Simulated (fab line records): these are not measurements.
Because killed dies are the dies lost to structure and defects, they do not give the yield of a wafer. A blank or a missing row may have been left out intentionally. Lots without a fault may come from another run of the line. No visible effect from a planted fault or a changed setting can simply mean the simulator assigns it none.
fab line records + flow rit_cmos
record
- lots=6
- wafers=18
- last_day=7
route steps=202 shown NLDD@111 PLDD@114 M1@202
lots untouched by any fault: they come from a run of this same line in which no faults occurred
start_h: hours from the record's first day to the start of the lot's first wafer shown + wait_h: how many hours have passed since the lot's step before this one + " repeats the value in the row above + L1.1+2: one row covering several wafers at once + - no value, or no start was given + * or withheld: withheld + < > ~ a bound
route shown NAME@n: names a module that has steps shown in the file, with the first one's number in the route + usual: the fault-free wafers' mean and standard deviation + same: alike in all rows + chamber/n: place in a boat + sites: the reading at each site + _std_site: their standard deviation + _edge_site: mean of outer sites minus mean of inner sites + radius_mm: how far each site lies from the wafer's centre + mask NAME#n: copy n + behind: the tool/chamber that last shaped the wafer + hold: reason for holding the lot/hours on hold/outcome of the hold + device: which transistor (n, p or np) failed to switch + end of line: the route-end tests of the same wafers + a step without rows: its recipe alone + killed: at the first sort, the dies lost to defects and structure; wafer yield is something else + map: shows each die of a wafer: x if killed, . if not, _ if none is there
set.NAME: the setting that was run; set.NAME@STEP: the one run at that earlier step + model.NAME: the simulator's own value behind a step, which no gauge read
lots seen at some steps along the route; tables by step, rows by wafer
services: the hour from which a tool's chamber was out of use, counted from the record's first day as start_h (under 0 if before that day), plus the number of hours and why
## steps
# step RIT_NLDD_IMPLANT_08
# recipe
- species=P
- energy_kev=20
- dose_cm2=5e+14
- tilt_deg=7
# step RIT_NLDD_STRIP_09
# recipe
- chemistry=O2
- time_s=180
- resist=NOVOLAK
- platen_temp_c=withheld
- power_w=508
- pressure_mtorr=4000
- o2_flow_sccm=4000
# usual
- drypump_motor_current_A=5.4/0.42
- o2_flow_sccm=4001/12
# same
- time_s=180
| lot.wafer | tool            | chamber | start_h | wait_h | drypump_motor_current_A | o2_flow_sccm | rf_hours_counter_h |
|-----------|-----------------|---------|---------|--------|-------------------------|--------------|--------------------|
| L133.1    | plasma_asher-03 | 0       | 58.21   | 0.1    | 5.3                     | 3985         | 41                 |
| L133.4    | "               | 1       | "       | "      | 5.2                     | 4015         | -                  |
| L133.6    | "               | 1       | "       | "      | 5.2                     | 3997         | -                  |
| L139.2    | plasma_asher-03 | 0       | 90.86   | 0.1    | 5.3                     | 4002         | 45                 |
| L139.4    | "               | 1       | "       | "      | 5.2                     | 4001         | -                  |
| L139.6    | "               | 0       | "       | "      | 5.3                     | 4014         | -                  |
| L140.1    | plasma_asher-01 | 0       | 90.98   | 0.1    | 4.7                     | 4015         | 31                 |
| L140.3    | "               | 1       | "       | "      | 5.9                     | 3997         | -                  |
| L140.6    | "               | 1       | "       | "      | 5.9                     | 3988         | -                  |
| L145.1    | plasma_asher-01 | 0       | 118.76  | 0.1    | 4.7                     | 4005         | 35                 |
| L145.5    | "               | 1       | "       | "      | 5.9                     | 4014         | -                  |
| L145.6    | "               | 0       | "       | "      | 4.8                     | 3993         | -                  |
| L147.3    | plasma_asher-04 | 0       | 124.10  | 0.1    | 5.9                     | 4004         | -                  |
| L147.5    | "               | 1       | "       | "      | 5.8                     | 4000         | -                  |
| L147.6    | "               | 0       | "       | "      | 5.8                     | 4012         | -                  |
| L151.3    | plasma_asher-03 | 0       | 144.81  | 0.1    | 5.3                     | 3987         | -                  |
| L151.4    | "               | 1       | "       | "      | 5.2                     | 4004         | -                  |
| L151.6    | "               | 0       | "       | "      | 5.3                     | 3991         | -                  |
# step RIT_NLDD_TW_MEAS_10
# usual
- NLDD_TW=2482/11
| lot.wafer | tool          | chamber | start_h | wait_h | NLDD_TW |
|-----------|---------------|---------|---------|--------|---------|
| L133.1    | film_metro-02 | -       | 58.39   | 0.1    | 2495    |
| L133.4    | "             | -       | "       | "      | 2507    |
| L133.6    | "             | -       | "       | "      | 2490    |
| L139.2    | film_metro-03 | -       | 91.05   | 0.1    | 2479    |
| L139.4    | "             | -       | "       | "      | 2471    |
| L139.6    | "             | -       | "       | "      | 2474    |
| L140.1    | film_metro-04 | -       | 91.15   | 0.1    | 2481    |
| L140.3    | "             | -       | "       | "      | 2468    |
| L140.6    | "             | -       | "       | "      | 2470    |
| L145.1    | film_metro-02 | -       | 118.94  | 0.1    | 2479    |
| L145.5    | "             | -       | "       | "      | 2482    |
| L145.6    | "             | -       | "       | "      | 2487    |
| L147.3    | film_metro-04 | -       | 124.24  | 0.1    | 2501    |
| L147.5    | "             | -       | "       | "      | 2500    |
| L147.6    | "             | -       | "       | "      | 2510    |
| L151.3    | film_metro-03 | -       | 144.95  | 0.1    | 2500    |
| L151.4    | "             | -       | "       | "      | 2507    |
| L151.6    | "             | -       | "       | "      | 2479    |
# step RIT_PLDD_HMDS_00
# recipe
- prime_time_s=60
- prime_temp_c=140
# step RIT_PLDD_COAT_01
# recipe
- resist=NOVOLAK
- spin_rpm=3250
- resist_thk_nm=1000
# step RIT_PLDD_SOFTBAKE_02
# recipe
- resist=NOVOLAK
- temp_c=90
- time_s=60
# step RIT_PLDD_EXPOSE_03
# recipe
- mask_id=M8
- na=0.57
- target_cd_nm=40900
- dose_mj=250
# step RIT_PLDD_PEB_04
# recipe
- resist=NOVOLAK
- temp_c=withheld
- time_s=withheld
# step RIT_PLDD_DEVELOP_05
# recipe
- resist=NOVOLAK
- develop_time_s=50
- dev_temp_c=23
# step RIT_PLDD_OVL_MEAS_06
# usual
- PLDD_OVL=-1.3/1.4
| lot.wafer | tool       | chamber | start_h | wait_h | PLDD_OVL[nm] |
|-----------|------------|---------|---------|--------|--------------|
| L133.1    | overlay-02 | -       | 59.30   | -      | -1.3         |
| L133.4    | "          | -       | "       | "      | -0.8         |
| L133.6    | "          | -       | "       | "      | -1.5         |
| L139.2    | overlay-01 | -       | 91.95   | -      | -2.5         |
| L139.4    | "          | -       | "       | "      | -1.5         |
| L139.6    | "          | -       | "       | "      | -4.5         |
| L140.1    | overlay-02 | -       | 92.06   | -      | 1.0          |
| L140.3    | "          | -       | "       | "      | 0.3          |
| L140.6    | "          | -       | "       | "      | 0.0          |
| L145.1    | overlay-01 | -       | 119.85  | -      | -0.7         |
| L145.5    | "          | -       | "       | "      | 0.7          |
| L145.6    | "          | -       | "       | "      | -1.4         |
| L147.3    | overlay-01 | -       | 125.27  | -      | -1.9         |
| L147.5    | "          | -       | "       | "      | -0.5         |
| L147.6    | "          | -       | "       | "      | -0.7         |
| L151.3    | overlay-01 | -       | 145.85  | -      | -0.7         |
| L151.4    | "          | -       | "       | "      | -1.0         |
| L151.6    | "          | -       | "       | "      | -1.8         |
# step RIT_PLDD_HARDBAKE_07
# recipe
- resist=NOVOLAK
- temp_c=140
- time_s=60
# step RIT_PLDD_IMPLANT_08
# recipe
- species=BF2
- energy_kev=20
- dose_cm2=9e+14
- tilt_deg=7
# step RIT_PLDD_STRIP_09
# recipe
- chemistry=O2
- time_s=180
- resist=NOVOLAK
- platen_temp_c=withheld
- power_w=500
- pressure_mtorr=4000
- o2_flow_sccm=4000
# usual
- drypump_motor_current_A=5.6/0.31
- o2_flow_sccm=3999/12
# same
- time_s=180
| lot.wafer | tool            | chamber | start_h | wait_h | drypump_motor_current_A | o2_flow_sccm | rf_hours_counter_h |
|-----------|-----------------|---------|---------|--------|-------------------------|--------------|--------------------|
| L133.1    | plasma_asher-04 | 1       | 59.63   | 0.1    | 5.8                     | 3978         | 41                 |
| L133.4    | "               | 1       | "       | "      | 5.8                     | 3994         | -                  |
| L133.6    | "               | 1       | "       | "      | 5.8                     | 3974         | -                  |
| L139.2    | plasma_asher-02 | 0       | 92.36   | 0.1    | 5.7                     | 4000         | 43                 |
| L139.4    | "               | 1       | "       | "      | 6.0                     | 4014         | -                  |
| L139.6    | "               | 0       | "       | "      | 5.7                     | 4003         | -                  |
| L140.1    | plasma_asher-03 | 1       | 92.40   | 0.1    | 5.2                     | 3994         | 45                 |
| L140.3    | "               | 1       | "       | "      | 5.2                     | 4019         | -                  |
| L140.6    | "               | 0       | "       | "      | 5.3                     | 3990         | -                  |
| L145.1    | plasma_asher-04 | 1       | 120.18  | 0.1    | 5.9                     | 4783         | 47                 |
| L145.5    | "               | 0       | "       | "      | 5.8                     | 4001         | -                  |
| L145.6    | "               | 1       | "       | "      | 5.8                     | 4788         | -                  |
| L147.3    | plasma_asher-04 | 0       | 125.65  | 0.1    | 5.9                     | 3986         | -                  |
| L147.5    | "               | 0       | "       | "      | 5.9                     | 4003         | -                  |
| L147.6    | "               | 1       | "       | "      | 5.8                     | 4785         | -                  |
| L151.3    | plasma_asher-03 | 0       | 146.24  | 0.1    | 5.3                     | 4024         | -                  |
| L151.4    | "               | 1       | "       | "      | 5.2                     | 3973         | -                  |
| L151.6    | "               | 1       | "       | "      | 5.2                     | 3973         | -                  |
# step RIT_PLDD_TW_MEAS_10
# usual
- PLDD_TW=2340/9.9
| lot.wafer | tool          | chamber | start_h | wait_h | PLDD_TW |
|-----------|---------------|---------|---------|--------|---------|
| L133.1    | film_metro-04 | -       | 59.81   | 0.1    | 2339    |
| L133.4    | "             | -       | "       | "      | 2328    |
| L133.6    | "             | -       | "       | "      | 2328    |
| L139.2    | film_metro-03 | -       | 92.54   | 0.1    | 2343    |
| L139.4    | "             | -       | "       | "      | 2331    |
| L139.6    | "             | -       | "       | "      | 2344    |
| L140.1    | film_metro-02 | -       | 92.57   | 0.1    | 2345    |
| L140.3    | "             | -       | "       | "      | 2345    |
| L140.6    | "             | -       | "       | "      | 2330    |
| L145.1    | film_metro-04 | -       | 120.36  | 0.1    | 2354    |
| L145.5    | "             | -       | "       | "      | 2364    |
| L145.6    | "             | -       | "       | "      | 2365    |
| L147.3    | film_metro-02 | -       | 125.79  | 0.1    | 2340    |
| L147.5    | "             | -       | "       | "      | 2351    |
| L147.6    | "             | -       | "       | "      | 2360    |
| L151.3    | film_metro-02 | -       | 146.37  | 0.1    | 2325    |
| L151.4    | "             | -       | "       | "      | 2321    |
| L151.6    | "             | -       | "       | "      | 2348    |
# step RIT_M1_PROBE_99
# usual
- killed_at_contacts=0.1/0.3
- killed_at_front_end=6.7/2.6
- killed_dies=6.8/2.6
- killed_open=3.3/1.7
- killed_short=3.4/2
# same
- gross_dies=264
- killed_at_M0_to_M3=0
- killed_at_M4_up=0
- killed_at_back_side=0
- killed_at_other=0
| lot.wafer | tool      | chamber | start_h | wait_h | killed_at_contacts | killed_at_front_end | killed_dies | killed_open | killed_short |
|-----------|-----------|---------|---------|--------|--------------------|---------------------|-------------|-------------|--------------|
| L133.1    | prober-01 | -       | 73.32   | 0.1    | 0                  | 8                   | 8           | 4           | 4            |
| L133.4    | prober-01 | -       | 73.47   | 0.2    | 1                  | 11                  | 12          | 7           | 5            |
| L133.6    | prober-01 | -       | 73.57   | 0.2    | 0                  | 6                   | 6           | 3           | 3            |
| L139.2    | prober-02 | -       | 106.59  | 0.1    | 0                  | 5                   | 5           | 1           | 2            |
| L139.4    | prober-02 | -       | 106.69  | 0.2    | 0                  | 8                   | 8           | 3           | 4            |
| L139.6    | prober-02 | -       | 106.79  | 0.2    | 0                  | 11                  | 11          | 5           | 6            |
| L145.1    | prober-01 | -       | 133.80  | 0.1    | 0                  | 7                   | 7           | 1           | 6            |
| L145.5    | prober-01 | -       | 134.00  | 0.2    | 0                  | 8                   | 8           | 4           | 4            |
| L145.6    | prober-01 | -       | 134.05  | 0.2    | 0                  | 11                  | 11          | 6           | 5            |
| L151.3    | prober-01 | -       | 160.14  | 0.2    | 0                  | 5                   | 5           | 2           | 3            |
| L151.4    | prober-01 | -       | 160.19  | 0.2    | 0                  | 8                   | 8           | 1           | 7            |
| L151.6    | prober-01 | -       | 160.29  | 0.2    | 0                  | 11                  | 11          | 4           | 7            |
# killed by level:class
L133.1 GATE:geometric_particle:short=2 FOX1:geometric_particle:open=1 FOX1:geometric_particle:short=1 GATE:geometric_particle:open=1 REOX:geometric_particle:short=1 REOX:geometric_particle:open=1 SILICIDE:geometric_particle:open=1
L133.4 GATE:geometric_particle:short=3 GATE:geometric_particle:open=3 FOX2:geometric_particle:open=1 REOX:geometric_particle:open=1 REOX:geometric_particle:short=1 SPACER:geometric_particle:open=1 SILICIDE:geometric_particle:short=1 CONTACT:geometric_particle:open=1
L133.6 FOX1:geometric_particle:open=2 FOX1:geometric_particle:short=2 GATE:geometric_particle:short=1 GATE:geometric_particle:open=1
L139.2 PWELL:coat_microbubble_printed=2 GATE:geometric_particle:open=1 GATE:geometric_particle:short=1 REOX:geometric_particle:short=1
L139.4 GATE:geometric_particle:short=2 REOX:geometric_particle:open=2 FOX2:geometric_particle:short=1 GATE:geometric_particle:open=1 REOX:geometric_particle:short=1 PWELL:coat_microbubble_printed=1
L139.6 FOX1:geometric_particle:short=2 REOX:geometric_particle:open=2 REOX:geometric_particle:short=2 FOX2:geometric_particle:open=1 GATE:geometric_particle:short=1 GATE:geometric_particle:open=1 SPACER:geometric_particle:open=1 SPACER:geometric_particle:short=1
L145.1 GATE:geometric_particle:short=3 SPACER:geometric_particle:short=3 SPACER:geometric_particle:open=1
L145.5 REOX:geometric_particle:short=2 FOX1:geometric_particle:open=1 GATE:geometric_particle:open=1 SPACER:geometric_particle:open=1 SPACER:geometric_particle:short=1 SILICIDE:geometric_particle:open=1 SILICIDE:geometric_particle:short=1
L145.6 GATE:geometric_particle:open=3 FOX1:geometric_particle:open=2 GATE:geometric_particle:short=2 SPACER:geometric_particle:short=2 REOX:geometric_particle:open=1 SILICIDE:geometric_particle:short=1
L151.3 FOX1:geometric_particle:open=1 GATE:geometric_particle:short=1 REOX:geometric_particle:short=1 SPACER:geometric_particle:short=1 SPACER:geometric_particle:open=1
L151.4 GATE:geometric_particle:short=4 REOX:geometric_particle:open=1 REOX:geometric_particle:short=1 SPACER:geometric_particle:short=1 SILICIDE:geometric_particle:short=1
L151.6 GATE:geometric_particle:open=3 FOX1:geometric_particle:short=2 GATE:geometric_particle:short=2 SPACER:geometric_particle:short=2 FOX1:geometric_particle:open=1 REOX:geometric_particle:short=1
## services
| tool            | chamber | start_h | hours | kind       |
|-----------------|---------|---------|-------|------------|
| plasma_asher-04 | -       | 62.96   | 15.9  | pm         |
| plasma_asher-02 | -       | 67.06   | 1.2   | repair     |
| plasma_asher-03 | -       | 107.08  | 5.2   | repair     |
| plasma_asher-03 | -       | 112.27  | 9.0   | pm         |
| plasma_asher-03 | 0       | 112.27  | 9.0   | vent_cycle |
| plasma_asher-03 | 1       | 112.27  | 9.0   | vent_cycle |
| plasma_asher-03 | 0       | 121.27  | -     | clean      |
| plasma_asher-03 | 1       | 121.27  | -     | clean      |
## key
first_sign
- step=RIT_PLDD_STRIP_09
- reading=o2_flow_sccm
- direction=up
- sigmas=67
- usual=3999
- struck=4785
effect none on later readings
met_at RIT_PLDD_STRIP_09
struck_wafers L145.1,L145.6,L147.6
tester_left_out L145,L147
onset_between 59.63 120.18
fault
- kind=process_parameter_drift
- tool=plasma_asher-04
- chamber=1
- onset_h=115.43
- steps=RIT_PLDD_STRIP_09
- channel=o2_flow_sccm
- offset=800
- shape=step
- end_h=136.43
- acts_in=these_recipes_only
- stated=4000
# tester_left_out: of these lots the tester's yield and bins aren't shown, on N5 and GAA mostly nor the transistor test; their killed dies are dies lost to structure and defects alone, not to doping, threshold or leakage, so they don't give the yield
